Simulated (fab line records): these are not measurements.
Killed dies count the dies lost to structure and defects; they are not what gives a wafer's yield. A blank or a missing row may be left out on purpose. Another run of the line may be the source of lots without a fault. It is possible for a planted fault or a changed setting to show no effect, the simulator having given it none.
Split-lot trial / flow berkeley_cmos170 / 23 wafers read from 5 lots, route of 331 steps

SPLIT DETAILS
At UCB170_V2_CMP_02 (polishes SiO2), the setting leave_above_ref_nm was moved away from the recipe's 1000 nm on 5 of the 23 wafers read, by -4.1% to -3.4%. All remaining wafers had this setting at the recipe value.

Between the split and the reading, the file records no step.

THE READING
At UCB170_V2_THK_MEAS_04: V2_POLISHED_THK, given in nm. A value of 999.8 nm with a standard deviation of 1.5 nm is what fault-free wafers of this fab line usually give.

wafer=L074.4; tool, chamber at the split=cmp-02, 3; leave_above_ref_nm as run, nm=1000; against the recipe=recipe; V2_POLISHED_THK, nm=998.4; against lot-mates on the recipe=-
wafer=L074.5; tool, chamber at the split=cmp-02, 2; leave_above_ref_nm as run, nm=1000; against the recipe=recipe; V2_POLISHED_THK, nm=999.4; against lot-mates on the recipe=-
wafer=L074.6; tool, chamber at the split=cmp-02, 3; leave_above_ref_nm as run, nm=1000; against the recipe=recipe; V2_POLISHED_THK, nm=1000.2; against lot-mates on the recipe=-
wafer=L077.1; tool, chamber at the split=cmp-01, 1,2,0; leave_above_ref_nm as run, nm=1000; against the recipe=recipe; V2_POLISHED_THK, nm=999.0; against lot-mates on the recipe=-
wafer=L077.2; tool, chamber at the split=cmp-01, 0; leave_above_ref_nm as run, nm=1000; against the recipe=recipe; V2_POLISHED_THK, nm=1002.7; against lot-mates on the recipe=-
wafer=L077.3; tool, chamber at the split=cmp-01, 3; leave_above_ref_nm as run, nm=1000; against the recipe=recipe; V2_POLISHED_THK, nm=998.7; against lot-mates on the recipe=-
wafer=L077.4; tool, chamber at the split=cmp-01, 1,2,0; leave_above_ref_nm as run, nm=1000; against the recipe=recipe; V2_POLISHED_THK, nm=1000.4; against lot-mates on the recipe=-
wafer=L077.6; tool, chamber at the split=cmp-01, 1,2,0; leave_above_ref_nm as run, nm=1000; against the recipe=recipe; V2_POLISHED_THK, nm=1000.5; against lot-mates on the recipe=-
wafer=L078.2; tool, chamber at the split=cmp-01, 1; leave_above_ref_nm as run, nm=1000; against the recipe=recipe; V2_POLISHED_THK, nm=998.5; against lot-mates on the recipe=-
wafer=L078.3; tool, chamber at the split=cmp-01, 3; leave_above_ref_nm as run, nm=1000; against the recipe=recipe; V2_POLISHED_THK, nm=1000.7; against lot-mates on the recipe=-
wafer=L078.4; tool, chamber at the split=cmp-01, 0; leave_above_ref_nm as run, nm=1000; against the recipe=recipe; V2_POLISHED_THK, nm=1002.1; against lot-mates on the recipe=-
wafer=L078.5; tool, chamber at the split=cmp-01, 0; leave_above_ref_nm as run, nm=965.9; against the recipe=-3.4%; V2_POLISHED_THK, nm=968.3; against lot-mates on the recipe=-32.1
wafer=L078.6; tool, chamber at the split=cmp-01, 1; leave_above_ref_nm as run, nm=965.9; against the recipe=-3.4%; V2_POLISHED_THK, nm=965.5; against lot-mates on the recipe=-34.9
wafer=L079.1; tool, chamber at the split=cmp-02, 0; leave_above_ref_nm as run, nm=1000; against the recipe=recipe; V2_POLISHED_THK, nm=1001.9; against lot-mates on the recipe=-
wafer=L079.2; tool, chamber at the split=cmp-02, 3,1,3; leave_above_ref_nm as run, nm=1000; against the recipe=recipe; V2_POLISHED_THK, nm=1000.3; against lot-mates on the recipe=-
wafer=L079.3; tool, chamber at the split=cmp-02, 2; leave_above_ref_nm as run, nm=1000; against the recipe=recipe; V2_POLISHED_THK, nm=999.3; against lot-mates on the recipe=-
wafer=L079.4; tool, chamber at the split=cmp-02, 3,1,3; leave_above_ref_nm as run, nm=1000; against the recipe=recipe; V2_POLISHED_THK, nm=998.8; against lot-mates on the recipe=-
wafer=L079.6; tool, chamber at the split=cmp-02, 3,1,3; leave_above_ref_nm as run, nm=1000; against the recipe=recipe; V2_POLISHED_THK, nm=1000.1; against lot-mates on the recipe=-
wafer=L082.2; tool, chamber at the split=cmp-02, 0; leave_above_ref_nm as run, nm=1000; against the recipe=recipe; V2_POLISHED_THK, nm=1002.8; against lot-mates on the recipe=-
wafer=L082.3; tool, chamber at the split=cmp-02, 3; leave_above_ref_nm as run, nm=1000; against the recipe=recipe; V2_POLISHED_THK, nm=999.5; against lot-mates on the recipe=-
wafer=L082.4; tool, chamber at the split=cmp-02, 2; leave_above_ref_nm as run, nm=958.5; against the recipe=-4.1%; V2_POLISHED_THK, nm=958.4; against lot-mates on the recipe=-42.8
wafer=L082.5; tool, chamber at the split=cmp-02, 3,0; leave_above_ref_nm as run, nm=958.5; against the recipe=-4.1%; V2_POLISHED_THK, nm=957.2; against lot-mates on the recipe=-43.9
wafer=L082.6; tool, chamber at the split=cmp-02, 3,0; leave_above_ref_nm as run, nm=958.5; against the recipe=-4.1%; V2_POLISHED_THK, nm=958.7; against lot-mates on the recipe=-42.4
Rows listing several chambers each stand for several wafers; the file does not say which wafer went through which chamber.

THE FIT
A straight line over all 23 wafers: V2_POLISHED_THK changes by +10 nm for each +1% of leave_above_ref_nm; r = +1.00; the points scatter about the line by 1.4 nm.
The same after taking each lot's own level away (the mean of its wafers on the recipe; 23 wafers): +10.2 nm for each +1%; r = +1.00; scatter 1.4 nm.
According to that fit, moving leave_above_ref_nm by its largest amount changes the reading by 42 nm.
The span of the lots' own levels, 999.33 to 1001.15 nm, comes to 1.2 times the standard deviation stated above.
Hence the lot-to-lot level has little effect on the slope; both slopes agree.
Check: with one of the wafers moved furthest among these (-4.1%) left out of the fit, the line predicts -42.2 nm for it against its lot-mates. Against them it came out at -42.8 nm.

FURTHER SPLITS ON THESE WAFERS
Before the reading, these wafers also passed through other splits. Each is held against what the fit with the lots' levels taken away leaves over:
other split on the same wafers=UCB170_NSD_IMPLANT_08 tilt_deg; wafers away from the commonest value=10; r with V2_POLISHED_THK (lot level and that fit taken away)=-0.04
other split on the same wafers=UCB170_M1_SPUTTER_00 power_w; wafers away from the commonest value=10; r with V2_POLISHED_THK (lot level and that fit taken away)=-0.10
other split on the same wafers=UCB170_V1_ETCH_14 rf_w; wafers away from the commonest value=9; r with V2_POLISHED_THK (lot level and that fit taken away)=+0.09
other split on the same wafers=UCB170_M2_METAL_ETCH_18 time_s; wafers away from the commonest value=8; r with V2_POLISHED_THK (lot level and that fit taken away)=-0.27

THE WHOLE CHAIN: every reading that the file lists as answering this split, in the file's order
step=UCB170_V2_CMP_02; what it does=polishes SiO2; reading=SiO2_of_V2_CVD_00.thk_nm (the simulator's own value, which no gauge read); change (the file's fit)=+9.95 nm for each +1% of the setting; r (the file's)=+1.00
step=UCB170_V2_THK_MEAS_04; what it does=; reading=V2_POLISHED_THK; change (the file's fit)=+10.2 for each +1% of the setting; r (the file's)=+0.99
step=UCB170_V2_ETCH_14; what it does=etches SiO2 in CHF3/CF4/Ar, stops on Al, target depth 1250 nm, time 291 s; reading=V2.feature_depth_nm (the simulator's own value, which no gauge read); change (the file's fit)=+10.1 nm for each +1% of the setting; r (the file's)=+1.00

FILE'S OWN FIT
V2_POLISHED_THK changes by +10.2 nm for each +1% of leave_above_ref_nm, r = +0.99.
